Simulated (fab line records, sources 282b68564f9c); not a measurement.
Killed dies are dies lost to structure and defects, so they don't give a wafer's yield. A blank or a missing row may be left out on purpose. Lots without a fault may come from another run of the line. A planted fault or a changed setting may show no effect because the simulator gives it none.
fab line records | flow rit_cmos
record lots=15 wafers=45 last_day=7
route steps=202 shown ACTIVE@15 REOX@101 CONTACT@180
lots that met no fault: from a run of the same line without faults
start_h: hours from the record's first day to the start of the lot's first wafer shown | wait_h: hours since the lot's step before | " the same as in the row above | L1.1+2: a row that stands for several wafers | - no value, or no start given | * or withheld: withheld | < > ~ a bound
route shown NAME@n: a module of which the file shows steps, and the number in the route of the first | usual: mean/standard deviation of fault-free wafers | same: alike in all rows | chamber/n: place in a boat | sites: the reading at each site | _std_site: their standard deviation | _edge_site: outer sites' mean less inner sites' | radius_mm: how far each site lies from the wafer's centre | mask NAME#n: copy n | behind: the tool/chamber that last shaped the wafer | hold: why the lot was held/for how many hours/how that ended | device: the transistor (n, p or np) that didn't switch | end of line: the same wafers' tests at the end of the route | a step without rows: its recipe alone | killed: dies lost to structure and defects at the first sort, not the wafer's yield | map: a wafer's dies, x killed, . not, _ none there
set.NAME: the setting as run; set.NAME@STEP: as run at that earlier step | model.NAME: the simulator's own value behind a step, which no gauge read
steps of the route over a sample of lots; a table a step, a row a wafer
services: from which hour (start_h, from the record's first day; less than 0 if before it) a tool's chamber was out of use, for how many hours, and why
## steps
# step RIT_ACTIVE_STRIP_14
# recipe chemistry=O2 time_s=180 resist=NOVOLAK platen_temp_c=withheld power_w=500 pressure_mtorr=4000 o2_flow_sccm=4000
# usual drypump_motor_current_A=5.8/0.6
# columns lot.wafer tool chamber start_h wait_h drypump_motor_current_A rf_hours_counter_h
L200.3 plasma_asher-01 0 19.94 0.1 6.3 -
L200.4 " 1 " " 6.3 -
L200.5 " 1 " " 6.3 -
L201.1 plasma_asher-04 1 25.33 0.1 5.7 24
L201.3 " 1 " " 5.7 -
L201.4 " 0 " " 6.6 -
L202.2 plasma_asher-01 0 33.01 0.1 6.3 38
L202.3 " 1 " " 6.4 -
L202.4 " 0 " " 6.3 -
L204.3 plasma_asher-04 0 41.31 0.1 6.6 -
L204.4 " 1 " " 5.7 -
L204.6 " 1 " " 5.7 -
L205.1 plasma_asher-02 1 44.97 0.1 5.0 39
L205.2 " 0 " " 5.3 39
L205.3 " 0 " " 5.3 -
L212.1 plasma_asher-01 0 80.31 0.1 6.3 43
L212.2 " 1 " " 6.3 43
L212.6 " 1 " " 6.4 -
L213.1 plasma_asher-02 1 85.36 0.1 5.0 43
L213.2 " 0 " " 5.3 43
L213.3 " 1 " " 5.0 -
L214.1 plasma_asher-01 0 89.84 0.1 6.3 44
L214.3 " 0 " " 6.3 -
L214.5 " 0 " " 6.3 -
L215.1 plasma_asher-02 1 94.97 0.1 5.0 44
L215.2 " 0 " " 5.3 44
L215.5 " 0 " " 5.3 -
L216.4 plasma_asher-01 1 99.90 0.1 6.4 -
L216.5 " 1 " " 6.3 -
L216.6 " 0 " " 6.3 -
L217.1 plasma_asher-02 1 105.52 0.1 5.0 46
L217.3 " 0 " " 5.3 -
L217.6 " 1 " " 5.0 -
L218.4 plasma_asher-02 1 110.03 0.1 5.0 -
L218.5 " 0 " " 5.3 -
L218.6 " 1 " " 5.0 -
L219.1 plasma_asher-04 0 115.04 0.1 6.6 33
L219.3 " 1 " " 5.7 -
L219.6 " 0 " " 6.6 -
L221.2 plasma_asher-04 1 124.97 0.1 5.7 35
L221.5 " 0 " " 6.6 -
L221.6 " 1 " " 5.7 -
L222.1 plasma_asher-02 1 129.84 0.1 5.0 49
L222.5 " 1 " " 5.0 -
L222.6 " 0 " " 5.3 -
# step RIT_ACTIVE_CD_MEAS_90
# recipe target_cd_nm=1400
# usual cd_nm=1399.7/2.4
# columns lot.wafer tool chamber start_h wait_h cd_nm
L200.3 cd_sem-02 - 20.10 0.1 1402.0
L200.4 " - " " 1401.2
L200.5 " - " " 1401.3
L201.1 cd_sem-02 - 25.50 0.1 1400.4
L201.3 " - " " 1399.9
L201.4 " - " " 1400.7
L202.2 cd_sem-02 - 33.20 0.1 1400.2
L202.3 " - " " 1399.6
L202.4 " - " " 1400.9
L204.3 cd_sem-02 - 41.47 0.1 1401.7
L204.4 " - " " 1399.9
L204.6 " - " " 1402.3
L205.1 cd_sem-02 - 45.14 0.1 1395.1
L205.2 " - " " 1395.3
L205.3 " - " " 1394.4
L212.1 cd_sem-02 - 80.49 0.1 1399.5
L212.2 " - " " 1399.8
L212.6 " - " " 1400.4
L213.1 cd_sem-02 - 85.53 0.1 1398.8
L213.2 " - " " 1396.8
L213.3 " - " " 1397.7
L214.1 cd_sem-02 - 90.02 0.1 1397.2
L214.3 " - " " 1400.9
L214.5 " - " " 1401.2
L215.1 cd_sem-01 - 95.14 0.1 1404.1
L215.2 " - " " 1399.6
L215.5 " - " " 1401.3
L216.4 cd_sem-01 - 100.08 0.1 1401.7
L216.5 " - " " 1401.3
L216.6 " - " " 1400.3
L217.1 cd_sem-02 - 105.69 0.1 1405.3
L217.3 " - " " 1404.8
L217.6 " - " " 1403.7
L218.4 cd_sem-01 - 110.20 0.1 1396.2
L218.5 " - " " 1398.2
L218.6 " - " " 1394.7
L219.1 cd_sem-01 - 115.21 0.1 1400.5
L219.3 " - " " 1402.1
L219.6 " - " " 1400.7
L221.2 cd_sem-02 - 125.16 0.1 1396.4
L221.5 " - " " 1398.8
L221.6 " - " " 1396.6
L222.1 cd_sem-02 - 130.02 0.1 1401.2
L222.5 " - " " 1400.5
L222.6 " - " " 1402.8
# step RIT_REOX_OXIDATION_03
# recipe temp_c=900 ambient=O2 target_thk_a=252 ox_time_s=5580
# usual ox_temp_c=900.0/0.41 ox_temp_c_max=904.6/1.5 tube_center_temp_C_max=902.4/0.39
# columns lot.wafer tool chamber start_h wait_h ox_temp_c ox_temp_c_max tube_center_temp_C_max
L200.3 furnace-04 0 49.70 1.0 900.0 903.3 902.5
L200.4 " 0 " " 899.8 903.0 902.9
L200.5 " 0 " " 899.6 903.0 901.8
L201.1 furnace-02 0 57.20 0.0 899.9 903.6 902.0
L201.3 " 0 " " 900.2 903.5 902.6
L201.4 " 0 " " 899.4 904.2 902.5
L202.2 furnace-02 0 61.54 1.0 900.2 904.6 902.2
L202.3 " 0 " " 900.8 906.4 901.9
L202.4 " 0 " " 901.1 905.3 901.9
L204.3 furnace-02 0 68.38 0.2 899.3 902.5 902.3
L204.4 " 0 " " 900.5 906.4 902.2
L204.6 " 0 " " 900.5 904.1 902.7
L205.1 furnace-02 0 72.67 0.0 899.4 903.2 902.2
L205.2 " 0 " " 899.8 903.7 901.9
L205.3 " 0 " " 900.5 904.4 902.2
L212.1 furnace-04 - 104.62 0.0 - - -
L212.2 " - " " - - -
L212.6 " - " " - - -
L213.1 furnace-04 - 107.40 0.0 - - -
L213.2 " - " " - - -
L213.3 " - " " - - -
L214.1 furnace-04 - 113.92 0.0 - - -
L214.3 " - " " - - -
L214.5 " - " " - - -
L215.1 furnace-01 0 118.66 0.8 900.4 906.1 902.1
L215.2 " 0 " " 899.7 905.5 902.5
L215.5 " 0 " " 899.9 906.8 902.5
L216.4 furnace-01 0 124.07 0.0 900.5 906.7 902.4
L216.5 " 0 " " 899.4 906.3 901.7
L216.6 " 0 " " 900.3 908.6 901.8
L217.1 furnace-01 0 128.43 0.0 899.8 907.6 902.4
L217.3 " 0 " " 900.7 907.1 902.2
L217.6 " 0 " " 900.4 905.1 902.2
L218.4 furnace-02 0 132.86 0.0 899.8 904.0 902.6
L218.5 " 0 " " 900.1 904.5 902.6
L218.6 " 0 " " 899.8 904.3 902.3
L219.1 furnace-04 0 138.79 1.2 900.0 903.0 902.3
L219.3 " 0 " " 900.5 903.8 902.4
L219.6 " 0 " " 899.9 903.4 902.2
L221.2 furnace-02 0 147.69 0.0 900.0 904.3 902.0
L221.5 " 0 " " 899.2 903.5 902.8
L221.6 " 0 " " 900.1 905.3 902.3
L222.1 furnace-02 0 152.26 0.0 900.0 905.0 902.7
L222.5 " 0 " " 899.9 903.8 902.2
L222.6 " 0 " " 900.1 904.3 902.4
# step RIT_CONTACT_STRIP_12
# recipe chemistry=O2 time_s=180 resist=NOVOLAK platen_temp_c=withheld power_w=500 pressure_mtorr=4000 o2_flow_sccm=4000
# usual drypump_motor_current_A=6.1/0.56
# columns lot.wafer tool chamber start_h wait_h drypump_motor_current_A rf_hours_counter_h
L200.3 plasma_asher-04 0 64.31 0.2 6.6 -
L200.4 " 1 " " 5.7 -
L200.5 " 1 " " 5.7 -
L201.1 plasma_asher-02 1 72.21 0.1 5.0 42
L201.3 " 1 " " 5.0 -
L201.4 " 0 " " 5.3 -
L202.2 plasma_asher-04 0 76.43 0.1 6.6 29
L202.3 " 1 " " 5.7 -
L202.4 " 0 " " 6.6 -
L204.3 plasma_asher-03 0 83.38 0.2 6.6 -
L204.4 " 1 " " 6.2 -
L204.6 " 1 " " 6.2 -
L205.1 plasma_asher-04 1 87.16 0.1 5.7 30
L205.2 " 0 " " 6.6 30
L205.3 " 1 " " 5.7 -
L215.1 plasma_asher-03 0 133.89 0.1 6.6 49
L215.2 " 1 " " 6.2 49
L215.5 " 1 " " 6.2 -
L216.4 plasma_asher-02 0 138.19 0.2 5.3 -
L216.5 " 1 " " 5.0 -
L216.6 " 0 " " 5.3 -
L217.1 plasma_asher-04 0 143.48 0.1 6.6 37
L217.3 " 1 " " 5.6 -
L217.6 " 0 " " 6.6 -
L218.4 plasma_asher-02 1 146.97 0.1 5.0 -
L218.5 " 1 " " 5.0 -
L218.6 " 0 " " 5.3 -
L219.1 plasma_asher-04 1 152.65 0.1 5.7 38
L219.3 " 0 " " 6.6 -
L219.6 " 1 " " 5.7 -
L221.2 plasma_asher-03 0 162.02 0.1 6.6 52
L221.5 " 0 " " 6.6 -
L221.6 " 1 " " 6.2 -
L222.1 plasma_asher-04 1 166.93 0.1 5.7 40
L222.5 " 0 " " 6.6 -
L222.6 " 1 " " 5.7 -
## services
# columns tool chamber start_h hours kind
furnace-04 - 18.27 11.7 repair
furnace-02 - 25.12 3.0 pm
furnace-01 - 32.21 3.5 pm
furnace-01 - 35.69 2.8 pm
furnace-02 - 39.51 3.1 pm
furnace-04 - 43.49 3.2 pm
furnace-04 - 46.68 3.0 pm
plasma_asher-03 - 53.22 1.4 repair
plasma_asher-01 - 108.75 9.0 pm
plasma_asher-01 0 108.75 9.0 vent_cycle
plasma_asher-01 1 108.75 9.0 vent_cycle
plasma_asher-03 - 116.76 2.8 pm
plasma_asher-01 0 117.75 - clean
plasma_asher-01 1 117.75 - clean
plasma_asher-02 - 147.75 0.7 repair
## key
first_sign step=RIT_REOX_OXIDATION_03 reading=tool_record direction=missing
effect none on later readings
met_at RIT_REOX_OXIDATION_03
struck_lots L212,L213,L214
later_rows_left_out L212.1,L212.2,L212.6,L213.1,L213.2,L213.3,L214.1,L214.3,L214.5
sort_left_out L212.1,L212.2,L212.6,L213.1,L213.2,L213.3,L214.1,L214.3,L214.5
tester_left_out L212,L213,L214
not_acting_at RIT_ACTIVE_STRIP_14,RIT_ACTIVE_CD_MEAS_90,RIT_CONTACT_STRIP_12
onset_between 49.70 104.62
fault kind=skipped_step_whole tool=furnace-04 chamber=- onset_h=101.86 steps=RIT_REOX_OXIDATION_03 scope=struck_lots_only
# tester_left_out: of these lots the tester's yield and bins aren't shown, on N5 and GAA mostly nor the transistor test; their killed dies are dies lost to structure and defects alone, not to doping, threshold or leakage, so they don't give the yield
# sort_left_out: the simulated sort isn't trusted on such a fault, so these wafers' sort isn't shown, and their yield isn't known
# later_rows_left_out: the simulator's readings of these wafers behind a module that went badly wrong aren't trusted and aren't shown, but for the sort
